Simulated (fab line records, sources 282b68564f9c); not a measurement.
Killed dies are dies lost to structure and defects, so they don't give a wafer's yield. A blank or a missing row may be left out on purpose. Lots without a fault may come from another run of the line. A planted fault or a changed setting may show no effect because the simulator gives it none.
fab line records | flow rit_cmos
record lots=6 wafers=18 last_day=7
route steps=202 shown GATE@83 M1@202
lots that met no fault: from a run of the same line without faults
start_h: hours from the record's first day to the start of the lot's first wafer shown | wait_h: hours since the lot's step before | " the same as in the row above | L1.1+2: a row that stands for several wafers | - no value, or no start given | * or withheld: withheld | < > ~ a bound
route shown NAME@n: a module of which the file shows steps, and the number in the route of the first | usual: mean/standard deviation of fault-free wafers | same: alike in all rows | chamber/n: place in a boat | sites: the reading at each site | _std_site: their standard deviation | _edge_site: outer sites' mean less inner sites' | radius_mm: how far each site lies from the wafer's centre | mask NAME#n: copy n | behind: the tool/chamber that last shaped the wafer | hold: why the lot was held/for how many hours/how that ended | device: the transistor (n, p or np) that didn't switch | end of line: the same wafers' tests at the end of the route | a step without rows: its recipe alone | killed: dies lost to structure and defects at the first sort, not the wafer's yield | map: a wafer's dies, x killed, . not, _ none there
set.NAME: the setting as run; set.NAME@STEP: as run at that earlier step | model.NAME: the simulator's own value behind a step, which no gauge read
lots at some steps of the route; a table a step, a row a wafer
services: from which hour (start_h, from the record's first day; less than 0 if before it) a tool's chamber was out of use, for how many hours, and why
## steps
# step RIT_GATE_THK_MEAS_07
# recipe reads=SiO2_of_GATE_OXIDATION_05
# usual GATE_OXIDE_THK=3.02/0.075
# columns lot.wafer tool chamber start_h wait_h GATE_OXIDE_THK[nm]
L487.1 film_metro-03 - 34.69 0.0 3.05
L487.3 " - " " 3.09
L487.6 " - " " 3.07
L495.1 film_metro-03 - 78.95 0.0 3.07
L495.3 " - " " 3.14
L495.4 " - " " 3.08
L497.1 film_metro-03 - 87.47 0.0 3.05
L497.2 " - " " 3.00
L497.3 " - " " 2.99
L498.2 film_metro-03 - 89.79 0.0 3.04
L498.4 " - " " 3.09
L498.6 " - " " 3.07
L504.1 film_metro-01 - 121.29 0.0 3.14
L504.3 " - " " 3.12
L504.6 " - " " 3.01
L510.1 film_metro-03 - 153.34 0.0 3.03
L510.5 " - " " 3.04
L510.6 " - " " 2.99
# step RIT_GATE_CVD_08
# recipe material=poly-Si target_thk_nm=250 temp_c=610 precursor=SiH4 time_s=2220 pressure_mtorr=300 sih4_flow_sccm=100
# step RIT_GATE_THK_MEAS_09
# recipe reads=poly-Si_of_GATE_CVD_08
# usual GATE_POLY_THK=250.6/2.2
# columns lot.wafer tool chamber start_h wait_h GATE_POLY_THK[nm]
L487.1 film_metro-03 - 36.37 0.0 250.4
L487.3 " - " " 251.1
L487.6 " - " " 250.6
L495.1 film_metro-04 - 80.63 0.0 248.7
L495.3 " - " " 248.2
L495.4 " - " " 248.3
L497.1 film_metro-01 - 90.44 0.0 251.6
L497.2 " - " " 251.3
L497.3 " - " " 250.8
L498.2 film_metro-04 - 93.99 0.0 251.4
L498.4 " - " " 251.4
L498.6 " - " " 251.9
L504.1 film_metro-03 - 122.97 0.0 249.0
L504.3 " - " " 248.7
L504.6 " - " " 250.6
L510.1 film_metro-01 - 155.01 0.0 249.8
L510.5 " - " " 248.9
L510.6 " - " " 249.8
# step RIT_GATE_HMDS_10
# recipe prime_time_s=60 prime_temp_c=140
# step RIT_GATE_COAT_11
# recipe resist=NOVOLAK spin_rpm=4250 resist_thk_nm=850
# step RIT_GATE_SOFTBAKE_12
# recipe resist=NOVOLAK temp_c=90 time_s=60
# step RIT_GATE_EXPOSE_13
# recipe mask_id=M6 na=0.6 source_shape=conventional sigma_outer=0.6 target_cd_nm=150 dose_mj=380
# step RIT_GATE_PEB_14
# recipe resist=NOVOLAK temp_c=withheld time_s=withheld
# step RIT_GATE_DEVELOP_15
# recipe resist=NOVOLAK develop_time_s=50 dev_temp_c=23
# step RIT_GATE_CD_MEAS_16
# recipe target_cd_nm=150
# usual cd_nm=149.6/2
# columns lot.wafer tool chamber start_h wait_h cd_nm
L487.1 cd_sem-01 - 37.41 - 150.9
L487.3 " - " " 150.7
L487.6 " - " " 149.5
L495.1 cd_sem-02 - 81.66 - 145.8
L495.3 " - " " 145.7
L495.4 " - " " 149.2
L497.1 cd_sem-02 - 91.35 - 147.9
L497.2 " - " " 150.6
L497.3 " - " " 147.8
L498.2 cd_sem-02 - 95.27 - 148.8
L498.4 " - " " 148.2
L498.6 " - " " 147.4
L504.1 cd_sem-02 - 123.91 - 148.8
L504.3 " - " " 149.0
L504.6 " - " " 148.9
L510.1 cd_sem-01 - 155.92 - 151.9
L510.5 " - " " 148.9
L510.6 " - " " 150.1
# step RIT_GATE_OVL_MEAS_17
# usual GATE_OVL=0.1/1.4
# columns lot.wafer tool chamber start_h wait_h GATE_OVL[nm]
L487.1 overlay-02 - 37.53 0.1 0.8
L487.3 " - " " -0.2
L487.6 " - " " -1.2
L495.1 overlay-01 - 81.78 0.1 1.4
L495.3 " - " " -0.4
L495.4 " - " " -0.6
L497.1 overlay-02 - 91.47 0.1 -2.6
L497.2 " - " " -1.1
L497.3 " - " " -4.0
L498.2 overlay-02 - 95.38 0.1 -1.1
L498.4 " - " " 0.2
L498.6 " - " " 0.1
L504.1 overlay-02 - 124.03 0.1 -0.7
L504.3 " - " " -0.1
L504.6 " - " " 1.0
L510.1 overlay-02 - 156.04 0.1 0.6
L510.5 " - " " 0.8
L510.6 " - " " 0.8
# step RIT_GATE_HARDBAKE_18
# recipe resist=NOVOLAK temp_c=140 time_s=60
# step RIT_GATE_ETCH_19
# recipe chemistry=SF6/CHF3/O2 time_s=165 SF6_flow_sccm=30 CHF3_flow_sccm=30 O2_flow_sccm=5 target=poly-Si pressure_mtorr=40 rf_w=160 target_depth_a=3125 over_etch_frac=0.25 stop_on=SiO2
# usual chamber_pressure_mTorr=40.00/0.037 drypump_motor_current_A=5.5/0.6 oes_product_au=0.850/0.016 rf_fwd_power_W=159.5/0.47 throttle_valve_pct=10.22/0.18
# columns lot.wafer tool chamber start_h wait_h chamber_pressure_mTorr drypump_motor_current_A oes_product_au rf_fwd_power_W rf_hours_counter_h throttle_valve_pct model.NOVOLAK_of_GATE_COAT_11.thk_nm
L487.1 rie_si-01 3 37.71 0.1 39.95 5.2 0.860 159.5 44 10.34 674.6
L487.3 " 2 " " 40.04 4.6 0.851 158.9 2 9.93 670.6
L487.6 " 2 " " 40.02 4.7 0.849 159.6 - 9.96 669.7
L495.1 rie_si-01 2 81.97 0.1 39.98 4.7 0.846 159.4 2 9.96 672.9
L495.3 " 0 " " 39.92 5.6 0.855 159.5 33 10.49 674.8
L495.4 " 1 " " 40.03 6.6 0.855 184.7 22 10.33 663.1
L497.1 rie_si-01 0 91.66 0.1 39.97 5.6 0.867 159.5 33 10.51 674.4
L497.2 " 2 " " 39.98 4.7 0.839 158.7 2 9.95 674
L497.3 " 1 " " 40.03 6.6 0.863 185.2 23 10.34 658
L498.2 rie_si-02 0 95.61 0.1 40.01 5.9 0.853 158.8 42 10.37 673.2
L498.4 " 1 " " 39.99 4.9 0.846 160.5 102 10.00 672.2
L498.6 " 0 " " 40.03 5.9 0.851 159.6 - 10.38 668.5
L504.1 rie_si-02 0 124.22 0.1 39.95 5.9 0.848 158.2 42 10.38 670
L504.3 " 2 " " 40.00 5.0 0.844 159.5 139 10.16 668.4
L504.6 " 0 " " 40.03 5.9 0.852 159.3 - 10.36 672.2
L510.1 rie_si-02 3 156.23 0.1 40.01 5.7 0.816 160.3 96 10.13 671.6
L510.5 " 3 " " 39.92 5.7 0.818 159.6 - 10.12 667.5
L510.6 " 0 " " 39.98 5.9 0.849 159.5 - 10.37 668
# step RIT_GATE_STRIP_20
# recipe chemistry=O2 time_s=180 resist=NOVOLAK platen_temp_c=withheld power_w=500 pressure_mtorr=4000 o2_flow_sccm=4000
# usual chamber_pressure_mTorr=4000/3.9 drypump_motor_current_A=5.6/0.4
# columns lot.wafer tool chamber start_h wait_h chamber_pressure_mTorr drypump_motor_current_A rf_hours_counter_h
L487.1 plasma_asher-01 0 37.82 0.1 3995 5.9 41
L487.3 " 1 " " 3997 5.8 -
L487.6 " 0 " " 4002 5.9 -
L495.1 plasma_asher-02 1 82.07 0.1 4005 4.9 43
L495.3 " 0 " " 4000 5.6 -
L495.4 " 1 " " 4003 4.9 -
L497.1 plasma_asher-01 1 91.77 0.1 3995 5.8 46
L497.2 " 0 " " 3998 6.0 46
L497.3 " 1 " " 4001 5.8 -
L498.2 plasma_asher-01 0 95.72 0.1 3997 5.9 46
L498.4 " 0 " " 4002 5.9 -
L498.6 " 1 " " 4000 5.8 -
L504.1 plasma_asher-04 0 124.33 0.1 4002 6.1 34
L504.3 " 0 " " 3997 6.1 -
L504.6 " 1 " " 4007 5.3 -
L510.1 plasma_asher-01 0 156.34 0.1 3996 5.9 5
L510.5 " 1 " " 4004 5.8 -
L510.6 " 0 " " 4001 5.9 -
# step RIT_M1_PROBE_99
# usual killed_at_contacts=0.0/0.22 killed_at_front_end=7/3.1 killed_dies=7/3.1 killed_open=3.5/2 killed_short=3.3/2
# same gross_dies=264 killed_at_M0_to_M3=0 killed_at_M4_up=0 killed_at_back_side=0 killed_at_other=0
# columns lot.wafer tool chamber start_h wait_h killed_at_contacts killed_at_front_end killed_dies killed_open killed_short model.etest.antenna_poly.vt_shift_v
L487.1 prober-02 - 60.67 0.1 0 8 8 2 6 -0.00667
L487.3 prober-02 - 60.77 0.2 0 8 8 4 4 -0.007343
L487.6 prober-02 - 60.92 0.2 0 5 5 1 4 -0.006559
L495.1 prober-02 - 103.42 0.1 0 5 5 2 3 -0.01046
L495.3 prober-02 - 103.52 0.2 0 8 8 4 4 -0.004393
L495.4 prober-02 - 103.57 0.2 0 5 5 3 2 -0.01246
L497.1 prober-02 - 114.13 0.1 0 3 3 2 1 -0.005396
L497.2 prober-02 - 114.18 0.1 0 5 5 3 2 -0.008478
L497.3 prober-02 - 114.23 0.2 0 0 0 0 0 -0.0129
L498.2 prober-01 - 118.99 0.1 0 1 1 1 0 -0.008161
L498.4 prober-01 - 119.09 0.2 0 10 10 4 6 -0.01026
L498.6 prober-01 - 119.19 0.2 1 13 14 9 5 -0.007567
L504.1 prober-01 - 145.99 0.1 0 9 9 2 7 -0.007473
L504.3 prober-01 - 146.09 0.2 0 8 8 5 3 -0.009019
L504.6 prober-01 - 146.24 0.2 0 5 5 3 2 -0.008089
L510.1 prober-01 - 176.22 0.1 0 4 4 0 4 -0.01559
L510.5 prober-01 - 176.42 0.2 0 11 11 9 2 -0.01043
L510.6 prober-01 - 176.47 0.2 0 11 11 6 5 -0.007325
# killed by level:class
L487.1 REOX:geometric_particle:short=4 FOX1:geometric_particle:short=1 FOX2:geometric_particle:open=1 REOX:geometric_particle:open=1 SPACER:geometric_particle:short=1
L487.3 GATE:geometric_particle:short=2 REOX:geometric_particle:open=2 FOX1:geometric_particle:open=1 GATE:geometric_particle:open=1 REOX:geometric_particle:short=1 SPACER:geometric_particle:short=1
L487.6 FOX1:geometric_particle:short=2 SPACER:geometric_particle:short=2 FOX1:geometric_particle:open=1
L495.1 GATE:geometric_particle:short=2 FOX1:geometric_particle:short=1 REOX:geometric_particle:open=1 SPACER:geometric_particle:open=1
L495.3 GATE:geometric_particle:short=3 GATE:geometric_particle:open=2 FOX1:geometric_particle:short=1 FOX1:geometric_particle:open=1 REOX:geometric_particle:open=1
L495.4 FOX2:geometric_particle:open=2 FOX1:geometric_particle:short=1 SPACER:geometric_particle:open=1 SPACER:geometric_particle:short=1
L497.1 FOX2:geometric_particle:open=1 SPACER:geometric_particle:open=1 SPACER:geometric_particle:short=1
L497.2 SPACER:geometric_particle:open=2 ACTIVE:geometric_particle:short=1 FOX1:geometric_particle:short=1 FOX1:geometric_particle:open=1
L497.3
L498.2 REOX:geometric_particle:open=1
L498.4 REOX:geometric_particle:short=2 SILICIDE:geometric_particle:short=2 FOX1:geometric_particle:short=1 FOX1:geometric_particle:open=1 FOX2:geometric_particle:short=1 GATE:geometric_particle:open=1 REOX:geometric_particle:open=1 SILICIDE:geometric_particle:open=1
L498.6 GATE:geometric_particle:open=3 SILICIDE:geometric_particle:open=3 GATE:geometric_particle:short=2 REOX:geometric_particle:open=2 FOX1:geometric_particle:short=1 FOX2:geometric_particle:open=1 REOX:geometric_particle:short=1 CONTACT:geometric_particle:short=1
L504.1 FOX2:geometric_particle:short=2 SPACER:geometric_particle:short=2 FOX2:geometric_particle:open=1 GATE:geometric_particle:open=1 GATE:geometric_particle:short=1 REOX:geometric_particle:short=1 SILICIDE:geometric_particle:short=1
L504.3 GATE:geometric_particle:open=2 REOX:geometric_particle:open=2 SPACER:geometric_particle:short=2 FOX2:geometric_particle:open=1 GATE:geometric_particle:short=1
L504.6 FOX2:geometric_particle:open=1 GATE:geometric_particle:short=1 GATE:geometric_particle:open=1 REOX:geometric_particle:short=1 SPACER:geometric_particle:open=1
L510.1 GATE:geometric_particle:short=3 SPACER:geometric_particle:short=1
L510.5 FOX2:geometric_particle:open=3 GATE:geometric_particle:short=2 GATE:geometric_particle:open=2 SILICIDE:geometric_particle:open=2 FOX1:geometric_particle:open=1 REOX:geometric_particle:open=1
L510.6 GATE:geometric_particle:open=4 GATE:geometric_particle:short=4 FOX1:geometric_particle:open=1 REOX:geometric_particle:open=1 REOX:geometric_particle:short=1
## services
# columns tool chamber start_h hours kind
rie_si-01 1 68.54 6.2 repair
plasma_asher-02 - 75.76 0.5 repair
rie_si-02 3 78.18 1.3 repair
plasma_asher-01 - 81.88 3.2 repair
plasma_asher-01 - 108.75 9.0 pm
plasma_asher-01 0 108.75 9.0 vent_cycle
plasma_asher-01 1 108.75 9.0 vent_cycle
plasma_asher-01 - 110.76 0.7 repair
plasma_asher-01 0 117.75 - clean
plasma_asher-01 1 117.75 - clean
plasma_asher-02 - 124.14 9.8 repair
## key
first_sign step=RIT_GATE_ETCH_19 reading=rf_fwd_power_W direction=up sigmas=54 usual=159.5 struck=185.0
effect none on later readings
model_effect step=RIT_GATE_ETCH_19 value=NOVOLAK_of_GATE_COAT_11.thk_nm without=673.5 struck=660.5
model_effect step=RIT_M1_PROBE_99 value=etest.antenna_poly.vt_shift_v without=-0.005966 struck=-0.01268
met_at RIT_GATE_ETCH_19
struck_wafers L495.4,L497.3
tester_left_out L495,L497
fault kind=process_parameter_drift tool=rie_si-01 chamber=1 onset_h=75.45 steps=RIT_GATE_ETCH_19 channel=rf_w offset=25.6 shape=step end_h=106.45 stated=160
# tester_left_out: of these lots the tester's yield and bins aren't shown, on N5 and GAA mostly nor the transistor test; their killed dies are dies lost to structure and defects alone, not to doping, threshold or leakage, so they don't give the yield
